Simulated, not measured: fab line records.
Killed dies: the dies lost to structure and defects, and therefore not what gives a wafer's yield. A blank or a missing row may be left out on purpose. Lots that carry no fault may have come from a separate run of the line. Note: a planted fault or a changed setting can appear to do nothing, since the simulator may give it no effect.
Struck lot and sound lot, side by side | flow ritCmos | 43 steps out of a route of 202
Sound: the wafers L877.1, L877.3, L877.5. The struck wafers were L892.1, L892.4, L892.6. The cause comes at the end.
Order at every step that has rows: each side's tool, ch and its chambers, its first start. Under that, the readings that differ: sound wafers | struck wafers | difference of the means | sigmas: that difference in standard deviations of wafers without a fault.
alike: a reading whose means differ by less than 2 such deviations, as well as words and numbers matching on both sides. not compared: withheld readings; readings where some wafer has no value; bounds like >300 that might hide an equal value; numbers whose values overlap and for which the record gives no deviation.
A row with sigmas, a row that says differs or no value, or rows on one side alone: a step with any of these is where the two part. Numbers that have no deviation but don't overlap get no sigmas and don't part them. Lack of a reading on every wafer of one side parts them only where that side has two or more wafers.

first, 2 steps without rows for these wafers: RIT_NLDD_HARDBAKE_07 (time 60 s); RIT_NLDD_IMPLANT_08.
RIT_NLDD_STRIP_09: strips in O2, time 180 s.
  sound on plasmaAsher-02 ch 0,1, day 3 04:58; struck on plasmaAsher-03 ch 1, day 6 05:07
  alike: drypumpMotorCurrentA, o2FlowSccm
  not compared: rfHoursCounterH
RIT_NLDD_TW_MEAS_10:
  sound on filmMetro-03 at day 3 05:08; struck on filmMetro-03 at day 6 05:17
  alike: NLDD_TW
then, 6 steps without rows for these wafers: RIT_PLDD_HMDS_00 (prime time 60 s); RIT_PLDD_COAT_01 (resist thk 1000 nm); RIT_PLDD_SOFTBAKE_02 (time 60 s); RIT_PLDD_EXPOSE_03 (exposes mask M8, target cd 40900 nm); RIT_PLDD_PEB_04; RIT_PLDD_DEVELOP_05 (develop time 50 s).
RIT_PLDD_OVL_MEAS_06:
  sound on overlay-02 at day 3 06:13; struck on overlay-02 at day 6 06:13
  alike: PLDD_OVL
then, 1 step without rows for these wafers: RIT_PLDD_HARDBAKE_07 (time 60 s).
RIT_PLDD_IMPLANT_08:
  struck on implanter-04, day 6 06:23; sound on implanter-03 ch 0, day 3 06:25
  no value came back on the struck wafers for beamEnergyKeV, beamOnS (s), tiltDeg (degrees); on the sound wafers beamEnergyKeV reads 19.986 20.006 20.001
RIT_PLDD_STRIP_09: strips in O2, time 180 s.
  sound on plasmaAsher-02 ch 0,1, day 3 06:34; struck on plasmaAsher-01 ch 0,1, day 6 06:32
  alike: drypumpMotorCurrentA, o2FlowSccm
  not compared: rfHoursCounterH
RIT_PLDD_TW_MEAS_10:
  sound on filmMetro-01 at day 3 06:44; struck on filmMetro-04 at day 6 06:43
reading | sound          | struck   | difference | sigmas
PLDD_TW | 2340 2325 2325 | 30 30 30 | -2300      | -99 or more
then, 4 steps without rows for these wafers: RIT_SPACER_CLEAN_00 (cleans in SC1, time 600 s); RIT_SPACER_CLEAN_01 (cleans in dHF, time 30 s); RIT_SPACER_CLEAN_02 (cleans in SC2, time 600 s); RIT_SPACER_CVD_03 (deposits Si3N4 from SiH2Cl2/NH3, target thk 250 nm, time 3300 s).
RIT_SPACER_THK_MEAS_04:
  sound on filmMetro-03 at day 3 10:30; struck on filmMetro-01 at day 6 09:04
  alike: SPACER_NITRIDE_THK
RIT_SPACER_ETCHBACK_05: etches Si3N4 in SF6/CHF3, stops on SiO2, target depth 250 nm, time 240 s.
  sound on rieDiel-02 ch 0,1,2, day 3 10:34; struck on rieDiel-04 ch 0,2,3, day 6 09:07
  alike: drypumpMotorCurrentA, oesProductAu, throttleValvePct
  not compared: rfHoursCounterH
then, 6 steps without rows for these wafers: RIT_NSD_HMDS_00 (prime time 60 s); RIT_NSD_COAT_01 (resist thk 1000 nm); RIT_NSD_SOFTBAKE_02 (time 60 s); RIT_NSD_EXPOSE_03 (exposes mask M9, target cd 40700 nm); RIT_NSD_PEB_04; RIT_NSD_DEVELOP_05 (develop time 50 s).
RIT_NSD_OVL_MEAS_06:
  sound on overlay-01 at day 3 11:47; struck on overlay-01 at day 6 10:15
  alike: NSD_OVL
then, 2 steps without rows for these wafers: RIT_NSD_HARDBAKE_07 (time 60 s); RIT_NSD_IMPLANT_08.
RIT_NSD_STRIP_09: strips in O2, time 180 s.
  sound on plasmaAsher-03 ch 0,1, day 3 12:15; struck on plasmaAsher-03 ch 1, day 6 10:40
  alike: drypumpMotorCurrentA, o2FlowSccm
  not compared: rfHoursCounterH
RIT_NSD_TW_MEAS_10:
  sound on filmMetro-01 at day 3 12:25; struck on filmMetro-04 at day 6 10:50
  alike: NSD_TW
then, 6 steps without rows for these wafers: RIT_PSD_HMDS_00 (prime time 60 s); RIT_PSD_COAT_01 (resist thk 1000 nm); RIT_PSD_SOFTBAKE_02 (time 60 s); RIT_PSD_EXPOSE_03 (exposes mask M10, target cd 40900 nm); RIT_PSD_PEB_04; RIT_PSD_DEVELOP_05 (develop time 50 s).
RIT_PSD_OVL_MEAS_06:
  sound on overlay-02 at day 3 13:28; struck on overlay-01 at day 6 11:44
  alike: PSD_OVL
then, 2 steps without rows for these wafers: RIT_PSD_HARDBAKE_07 (time 60 s); RIT_PSD_IMPLANT_08.
RIT_PSD_STRIP_09: strips in O2, time 180 s.
  sound on plasmaAsher-03 ch 0, day 3 13:48; struck on plasmaAsher-04 ch 0,1, day 6 12:05
  alike: drypumpMotorCurrentA, o2FlowSccm
  not compared: rfHoursCounterH
RIT_SDANNEAL_RS_MEAS_06: a four-point-probe measurement.
  sound on filmMetro-01 at day 3 14:52; struck on filmMetro-01 at day 6 12:59
reading          | sound             | struck            | difference | sigmas
PLDD_RS (ohm/sq) | 179.4 179.9 178.9 | 133.1 133.4 133.3 | -46.1      | -99 or more

WHERE THEY PART
Earliest at RIT_PLDD_IMPLANT_08; latest, in this record, at RIT_SDANNEAL_RS_MEAS_06.

WHY: the cause the simulator had injected
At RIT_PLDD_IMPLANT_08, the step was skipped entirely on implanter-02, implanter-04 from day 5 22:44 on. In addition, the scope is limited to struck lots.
